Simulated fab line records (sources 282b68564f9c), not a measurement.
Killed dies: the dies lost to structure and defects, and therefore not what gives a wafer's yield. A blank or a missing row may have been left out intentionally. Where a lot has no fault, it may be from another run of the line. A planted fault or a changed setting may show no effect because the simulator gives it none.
fab line records | flow ritCmos
[record] lots = 14 wafers = 42 lastDay = 7
route steps=202 shown NWELL@36 M1@202
lots with no fault: from the same line, run without faults
startH: the number of hours between the record's first day and the start of the first shown wafer of the lot | waitH: hours since the lot's step before | " repeats the value in the row above | L1.1+2: several wafers, shown together as one row | - no value, or no start given | * or withheld: withheld | < > ~ a bound
route shown NAME@n: a module of which the file shows steps, and the number in the route of the first | usual: average and standard deviation across the fault-free wafers | same: alike in all rows | chamber/n: place in a boat | sites: readings site by site | _std_site: how widely they spread, as a standard deviation | _edge_site: outer sites' mean less inner sites' | radiusMm: for every site, how far away it sits from the centre of the wafer | mask NAME#n: copy n | behind: the most recent tool/chamber to have shaped the wafer | hold: the reason the lot was held/the length of the hold in hours/how it ended | device: the n, p or np transistor that did not switch | end of line: the same wafers' tests at the end of the route | step lacking rows: just its recipe | killed: dies lost to structure and defects at the first sort, not the wafer's yield | map: dies across one wafer; x = killed, . = not, _ = none there
set.NAME: the setting that was run; set.NAME@STEP: the one run at that earlier step | model.NAME: the simulator's own value behind a step, which no gauge read
one table for each step of the route and one row for each wafer, over a sample of lots
services: a tool's chamber out of use, with start hour (startH, from the record's first day; less than 0 if before it), hours out, and reason
[[steps]]
[step RIT_NWELL_IMPLANT_08]
[recipe] species = P energyKev = 170 doseCm2 = 5e+13 tiltDeg = 7.32
[usual] doseIonsCm2 = 5e+13/5.1e+10 faradayCurrentUA = 158/3.1
[same] implantIonAmu = 31
// columns lot.wafer tool chamber startH waitH doseIonsCm2 faradayCurrentUA
L940.2 implanter-04 0 24.60 0.2 4.992e+13 162
L940.5 " 0 " " 4.995e+13 152
L940.6 " 0 " " 4.998e+13 160
L941.1 implanter-04 0 32.97 0.2 5.002e+13 160
L941.2 " 0 " " 5.009e+13 158
L941.4 " 0 " " 5.003e+13 164
L943.2 implanter-04 0 39.85 0.2 5.002e+13 154
L943.3 " 0 " " 5.003e+13 159
L943.5 " 0 " " 4.999e+13 158
L944.1 implanter-04 0 46.34 0.2 5e+13 157
L944.2 " 0 " " 4.996e+13 160
L944.5 " 0 " " 4.996e+13 158
L945.2 implanter-02 0 48.82 0.2 5.006e+13 158
L945.4 " 0 " " 5.003e+13 160
L945.6 " 0 " " 5.005e+13 157
L947.3 implanter-04 0 57.46 0.2 5.008e+13 161
L947.5 " 0 " " 5.001e+13 160
L947.6 " 0 " " 5.004e+13 158
L952.1 implanter-04 0 86.48 0.2 8.007e+13 250
L952.2 " 0 " " 8.001e+13 252
L952.6 " 0 " " 7.998e+13 259
L953.1 implanter-04 0 96.47 0.2 7.995e+13 251
L953.2 " 0 " " 7.999e+13 256
L953.3 " 0 " " 7.998e+13 267
L955.1 implanter-02 0 101.85 0.2 5.014e+13 154
L955.3 " 0 " " 5.008e+13 157
L955.4 " 0 " " 5.001e+13 160
L958.3 implanter-01 0 119.13 0.2 5.003e+13 156
L958.4 " 0 " " 5.007e+13 157
L958.5 " 0 " " 5.004e+13 162
L959.1 implanter-01 0 122.92 0.2 5.004e+13 158
L959.3 " 0 " " 5.004e+13 162
L959.5 " 0 " " 4.999e+13 161
L960.2 implanter-02 0 123.26 0.2 5.002e+13 155
L960.3 " 0 " " 5.004e+13 164
L960.5 " 0 " " 4.991e+13 152
L962.1 implanter-02 0 136.80 0.2 4.995e+13 155
L962.3 " 0 " " 5.007e+13 160
L962.4 " 0 " " 5.006e+13 157
L963.1 implanter-01 0 140.53 0.2 5e+13 159
L963.2 " 0 " " 5e+13 160
L963.5 " 0 " " 4.999e+13 160
[step RIT_NWELL_TW_MEAS_10]
[usual] NWELL_TW = 2141/18
// columns lot.wafer tool chamber startH waitH NWELL_TW
L940.2 filmMetro-02 - 24.91 0.1 2147
L940.5 " - " " 2146
L940.6 " - " " 2146
L941.1 filmMetro-02 - 33.29 0.1 2163
L941.2 " - " " 2148
L941.4 " - " " 2156
L943.2 filmMetro-04 - 40.16 0.1 2131
L943.3 " - " " 2132
L943.5 " - " " 2136
L944.1 filmMetro-04 - 46.66 0.1 2144
L944.2 " - " " 2139
L944.5 " - " " 2133
L945.2 filmMetro-02 - 49.13 0.1 2170
L945.4 " - " " 2181
L945.6 " - " " 2167
L947.3 filmMetro-02 - 57.75 0.1 2184
L947.5 " - " " 2163
L947.6 " - " " 2167
L952.1 filmMetro-01 - 86.80 0.1 2460
L952.2 " - " " 2471
L952.6 " - " " 2474
L953.1 filmMetro-01 - 96.79 0.1 2454
L953.2 " - " " 2464
L953.3 " - " " 2460
L955.1 filmMetro-04 - 102.17 0.1 2141
L955.3 " - " " 2137
L955.4 " - " " 2142
L958.3 filmMetro-01 - 119.43 0.1 2117
L958.4 " - " " 2117
L958.5 " - " " 2121
L959.1 filmMetro-02 - 123.24 0.1 2134
L959.3 " - " " 2150
L959.5 " - " " 2145
L960.2 filmMetro-04 - 123.57 0.1 2145
L960.3 " - " " 2141
L960.5 " - " " 2144
L962.1 filmMetro-01 - 137.12 0.1 2148
L962.3 " - " " 2127
L962.4 " - " " 2132
L963.1 filmMetro-04 - 140.85 0.1 2148
L963.2 " - " " 2140
L963.5 " - " " 2146
[step RIT_WELLDRIVE_RS_MEAS_01]
[recipe] thkMeasGauge = four-point-probe
[usual] NWELL_RS = 275.7/0.8
// columns lot.wafer tool chamber startH waitH NWELL_RS[ohm/sq]
L940.2 filmMetro-04 - 32.70 0.0 276.7
L940.5 " - " " 276.3
L940.6 " - " " 275.7
L941.1 filmMetro-04 - 42.68 0.0 275.4
L941.2 " - " " 275.6
L941.4 " - " " 276.0
L943.2 filmMetro-02 - 48.42 0.0 275.9
L943.3 " - " " 274.5
L943.5 " - " " 275.4
L944.1 filmMetro-04 - 53.74 0.0 274.7
L944.2 " - " " 275.7
L944.5 " - " " 275.1
L945.2 filmMetro-04 - 57.29 0.0 273.1
L945.4 " - " " 274.3
L945.6 " - " " 274.0
L947.3 filmMetro-01 - 64.59 0.0 273.8
L947.5 " - " " 275.2
L947.6 " - " " 274.0
L952.1 filmMetro-02 - 96.90 0.0 209.1
L952.2 " - " " 208.7
L952.6 " - " " 208.6
L953.1 filmMetro-02 - 103.61 0.0 208.8
L953.2 " - " " 208.1
L953.3 " - " " 208.1
L955.1 filmMetro-01 - 111.09 0.0 274.7
L955.3 " - " " 275.5
L955.4 " - " " 274.9
L958.3 filmMetro-04 - 128.11 0.0 275.5
L958.4 " - " " 276.1
L958.5 " - " " 275.5
L959.1 filmMetro-01 - 131.25 0.0 276.9
L959.3 " - " " 275.9
L959.5 " - " " 276.8
L960.2 filmMetro-02 - 131.27 0.0 275.3
L960.3 " - " " 275.7
L960.5 " - " " 276.2
L962.1 filmMetro-01 - 145.11 0.0 274.7
L962.3 " - " " 275.8
L962.4 " - " " 274.2
L963.1 filmMetro-02 - 149.00 0.0 275.4
L963.2 " - " " 275.9
L963.5 " - " " 275.3
[step RIT_M1_PROBE_99]
[usual] killedAtFrontEnd = 7/3.2 killedDies = 7/3.2 killedOpen = 3.5/2.2 killedShort = 3.6/2.1
[same] grossDies = 264 killed_at_M0_to_M3 = 0 killed_at_M4_up = 0 killedAtBackSide = 0 killedAtContacts = 0 killedAtOther = 0
// columns lot.wafer tool chamber startH waitH killedAtFrontEnd killedDies killedOpen killedShort
L940.2 prober-02 - 67.38 0.1 6 6 6 0
L940.5 prober-02 - 67.53 0.2 10 10 1 9
L940.6 prober-02 - 67.58 0.2 6 6 3 3
L941.1 prober-01 - 72.81 0.1 2 2 2 0
L941.2 prober-01 - 72.86 0.1 2 2 1 1
L941.4 prober-01 - 72.96 0.2 10 10 5 5
L943.2 prober-01 - 80.51 0.1 9 9 4 5
L943.3 prober-01 - 80.56 0.2 5 5 4 1
L943.5 prober-01 - 80.66 0.2 8 8 7 1
L944.1 prober-02 - 83.98 0.1 7 7 4 3
L944.2 prober-02 - 84.03 0.1 6 6 3 3
L944.5 prober-02 - 84.18 0.2 9 9 6 3
L945.2 prober-01 - 88.15 0.1 7 7 3 4
L945.4 prober-01 - 88.25 0.2 8 8 3 5
L945.6 prober-01 - 88.35 0.2 6 6 4 2
L947.3 prober-01 - 94.97 0.2 5 5 2 3
L947.5 prober-01 - 95.07 0.2 6 6 1 5
L947.6 prober-01 - 95.12 0.2 3 3 2 1
L952.1 prober-02 - 134.85 0.1 5 5 0 5
L952.2 prober-02 - 134.90 0.1 10 10 4 6
L952.6 prober-02 - 135.10 0.2 7 7 4 3
L953.1 prober-01 - 140.26 0.1 3 3 2 1
L953.2 prober-01 - 140.31 0.1 3 3 2 1
L953.3 prober-01 - 140.36 0.2 6 6 5 1
L955.1 prober-01 - 143.50 0.1 7 7 4 3
L955.3 prober-01 - 143.60 0.2 8 8 3 5
L955.4 prober-01 - 143.65 0.2 9 9 5 4
L958.3 prober-02 - 160.01 0.2 3 3 2 1
L958.4 prober-02 - 160.06 0.2 9 9 5 4
L958.5 prober-02 - 160.11 0.2 10 10 4 6
L960.2 prober-01 - 163.32 0.1 14 14 7 7
L960.3 prober-01 - 163.37 0.2 10 10 3 7
L960.5 prober-01 - 163.47 0.2 8 8 6 2
L959.1 prober-02 - 164.77 0.1 6 6 3 3
L959.3 prober-02 - 164.87 0.2 5 5 2 3
L959.5 prober-02 - 164.97 0.2 3 3 0 3
L962.1 prober-02 - 175.85 0.1 7 7 4 3
L962.3 prober-02 - 175.95 0.2 5 5 3 2
L962.4 prober-02 - 176.00 0.2 10 10 6 4
L963.1 prober-01 - 178.36 0.1 8 8 0 8
L963.2 prober-01 - 178.41 0.1 7 7 7 0
L963.5 prober-01 - 178.56 0.2 8 8 2 6
// killed by level:class
L940.2 FOX1:geometricParticle:open=3 GATE:geometricParticle:open=2 FOX2:geometricParticle:open=1
L940.5 GATE:geometricParticle:short=6 SPACER:geometricParticle:short=2 REOX:geometricParticle:short=1 REOX:geometricParticle:open=1
L940.6 GATE:geometricParticle:open=2 GATE:geometricParticle:short=2 SPACER:geometricParticle:open=1 SPACER:geometricParticle:short=1
L941.1 FOX2:geometricParticle:open=1 SILICIDE:geometricParticle:open=1
L941.2 FOX1:geometricParticle:open=1 GATE:geometricParticle:short=1
L941.4 GATE:geometricParticle:short=3 SILICIDE:geometricParticle:open=3 FOX1:geometricParticle:short=1 FOX2:geometricParticle:open=1 GATE:geometricParticle:open=1 SILICIDE:geometricParticle:short=1
L943.2 FOX1:geometricParticle:short=2 GATE:geometricParticle:short=2 FOX1:geometricParticle:open=1 FOX2:geometricParticle:open=1 GATE:geometricParticle:open=1 SPACER:geometricParticle:short=1 SILICIDE:geometricParticle:open=1
L943.3 GATE:geometricParticle:open=3 FOX1:geometricParticle:short=1 REOX:geometricParticle:open=1
L943.5 FOX1:geometricParticle:open=4 FOX1:geometricParticle:short=1 FOX2:geometricParticle:open=1 GATE:geometricParticle:open=1 SILICIDE:geometricParticle:open=1
L944.1 FOX1:geometricParticle:short=2 FOX1:geometricParticle:open=2 GATE:geometricParticle:open=2 GATE:geometricParticle:short=1
L944.2 FOX1:geometricParticle:short=2 GATE:geometricParticle:open=1 GATE:geometricParticle:short=1 REOX:geometricParticle:open=1 SPACER:geometricParticle:open=1
L944.5 GATE:geometricParticle:open=5 GATE:geometricParticle:short=2 FOX1:geometricParticle:short=1 FOX1:geometricParticle:open=1
L945.2 FOX1:geometricParticle:short=2 FOX1:geometricParticle:open=1 GATE:geometricParticle:open=1 GATE:geometricParticle:short=1 SILICIDE:geometricParticle:open=1 SILICIDE:geometricParticle:short=1
L945.4 REOX:geometricParticle:open=2 SPACER:geometricParticle:short=2 FOX1:geometricParticle:short=1 REOX:geometricParticle:short=1 SPACER:geometricParticle:open=1 SILICIDE:geometricParticle:short=1
L945.6 GATE:geometricParticle:short=2 GATE:geometricParticle:open=2 SPACER:geometricParticle:open=2
L947.3 REOX:geometricParticle:open=2 ACTIVE:geometricParticle:short=1 SPACER:geometricParticle:short=1 SILICIDE:geometricParticle:short=1
L947.5 SILICIDE:geometricParticle:short=2 FOX1:geometricParticle:short=1 FOX2:geometricParticle:short=1 REOX:geometricParticle:open=1 REOX:geometricParticle:short=1
L947.6 REOX:geometricParticle:open=1 SPACER:geometricParticle:open=1 SILICIDE:geometricParticle:short=1
L952.1 FOX1:geometricParticle:short=3 FOX2:geometricParticle:short=1 REOX:geometricParticle:short=1
L952.2 GATE:geometricParticle:short=3 SILICIDE:geometricParticle:open=2 FOX1:geometricParticle:short=1 FOX2:geometricParticle:short=1 FOX2:geometricParticle:open=1 GATE:geometricParticle:open=1 SPACER:geometricParticle:short=1
L952.6 REOX:geometricParticle:open=3 GATE:geometricParticle:short=2 FOX1:geometricParticle:short=1 SILICIDE:geometricParticle:open=1
L953.1 FOX2:geometricParticle:short=1 REOX:geometricParticle:open=1 SILICIDE:geometricParticle:open=1
L953.2 GATE:geometricParticle:open=2 FOX1:geometricParticle:short=1
L953.3 REOX:geometricParticle:open=2 FOX1:geometricParticle:open=1 GATE:geometricParticle:short=1 GATE:geometricParticle:open=1 SILICIDE:geometricParticle:open=1
L955.1 GATE:geometricParticle:open=3 FOX1:geometricParticle:short=1 FOX2:geometricParticle:short=1 GATE:geometricParticle:short=1 SPACER:geometricParticle:open=1
L955.3 FOX1:geometricParticle:open=2 SPACER:geometricParticle:short=2 SILICIDE:geometricParticle:short=2 REOX:geometricParticle:short=1 REOX:geometricParticle:open=1
L955.4 FOX2:geometricParticle:short=2 REOX:geometricParticle:open=2 SILICIDE:geometricParticle:open=2 FOX1:geometricParticle:short=1 FOX1:geometricParticle:open=1 REOX:geometricParticle:short=1
L958.3 FOX1:geometricParticle:open=1 GATE:geometricParticle:open=1 GATE:geometricParticle:short=1
L958.4 GATE:geometricParticle:open=2 GATE:geometricParticle:short=2 FOX1:geometricParticle:short=1 FOX1:geometricParticle:open=1 FOX2:geometricParticle:short=1 REOX:geometricParticle:open=1 SPACER:geometricParticle:open=1
L958.5 GATE:geometricParticle:short=4 GATE:geometricParticle:open=2 FOX1:geometricParticle:short=1 FOX1:geometricParticle:open=1 REOX:geometricParticle:open=1 SPACER:geometricParticle:short=1
L960.2 GATE:geometricParticle:open=5 GATE:geometricParticle:short=4 SILICIDE:geometricParticle:short=2 FOX1:geometricParticle:open=1 REOX:geometricParticle:open=1 REOX:geometricParticle:short=1
L960.3 GATE:geometricParticle:short=4 GATE:geometricParticle:open=2 FOX1:geometricParticle:short=1 FOX2:geometricParticle:short=1 SPACER:geometricParticle:short=1 SILICIDE:geometricParticle:open=1
L960.5 GATE:geometricParticle:open=3 SPACER:geometricParticle:open=1 REOX:geometricParticle:short=1 REOX:geometricParticle:open=1 SPACER:geometricParticle:short=1 SILICIDE:geometricParticle:open=1
L959.1 FOX1:geometricParticle:open=2 GATE:geometricParticle:short=2 GATE:geometricParticle:open=1 SILICIDE:geometricParticle:short=1
L959.3 GATE:geometricParticle:short=2 FOX1:geometricParticle:open=1 SILICIDE:geometricParticle:open=1 SILICIDE:geometricParticle:short=1
L959.5 FOX1:geometricParticle:short=2 REOX:geometricParticle:short=1
L962.1 GATE:geometricParticle:short=2 SPACER:geometricParticle:open=2 GATE:geometricParticle:open=1 REOX:geometricParticle:short=1 SILICIDE:geometricParticle:open=1
L962.3 GATE:geometricParticle:open=2 FOX1:geometricParticle:short=1 FOX1:geometricParticle:open=1 GATE:geometricParticle:short=1
L962.4 GATE:geometricParticle:open=3 FOX1:geometricParticle:open=2 GATE:geometricParticle:short=2 REOX:geometricParticle:open=1 REOX:geometricParticle:short=1 SILICIDE:geometricParticle:short=1
L963.1 GATE:geometricParticle:short=3 REOX:geometricParticle:short=2 FOX1:geometricParticle:short=1 SPACER:geometricParticle:short=1 SILICIDE:geometricParticle:short=1
L963.2 FOX1:geometricParticle:open=3 REOX:geometricParticle:open=3 GATE:geometricParticle:open=1
L963.5 FOX2:geometricParticle:short=2 ACTIVE:geometricParticle:short=1 FOX1:geometricParticle:open=1 FOX1:geometricParticle:short=1 REOX:geometricParticle:open=1 GATE:geometricParticle:short=1 REOX:geometricParticle:short=1
[[services]]
// columns tool chamber startH hours kind
implanter-01 - 66.67 3.3 pm
implanter-04 - 69.98 3.8 pm
implanter-01 - 92.11 1.5 repair
implanter-01 - 98.33 10.6 repair
implanter-01 - 124.51 4.6 pm
[[key]]
[firstSign] step = RIT_NWELL_IMPLANT_08 reading = doseIonsCm2 direction = up sigmas = 99+ usual = 5e+13 struck = 8e+13
[effect] step = RIT_NWELL_IMPLANT_08 reading = faradayCurrentUA direction = up sigmas = 31 usual = 158 struck = 256
[effect] step = RIT_NWELL_TW_MEAS_10 reading = NWELL_TW direction = up sigmas = 18 usual = 2141 struck = 2464
[effect] step = RIT_WELLDRIVE_RS_MEAS_01 reading = NWELL_RS direction = down sigmas = 83 usual = 275.7 struck = 208.6
metAt RIT_NWELL_IMPLANT_08
struckLots L952,L953
testerLeftOut L952,L953
[loopTrim] step = RIT_M1_EXPOSE_06 setting = dose lots = L952
onsetBetween 57.46 86.48
[fault] kind = processParameterDrift tool = implanter-04 chamber = - onsetH = 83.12 steps = RIT_NWELL_IMPLANT_08 channel = doseCm2 offset = 3e+13 shape = step endH = 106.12 actsIn = theseRecipesOnly stated = 5e+13
// testerLeftOut: of these lots the tester's yield and bins aren't shown, on N5 and GAA mostly nor the transistor test; their killed dies are dies lost to structure and defects alone, not to doping, threshold or leakage, so they don't give the yield
// loopTrim: a control loop set the setting to another value than it would have without faults
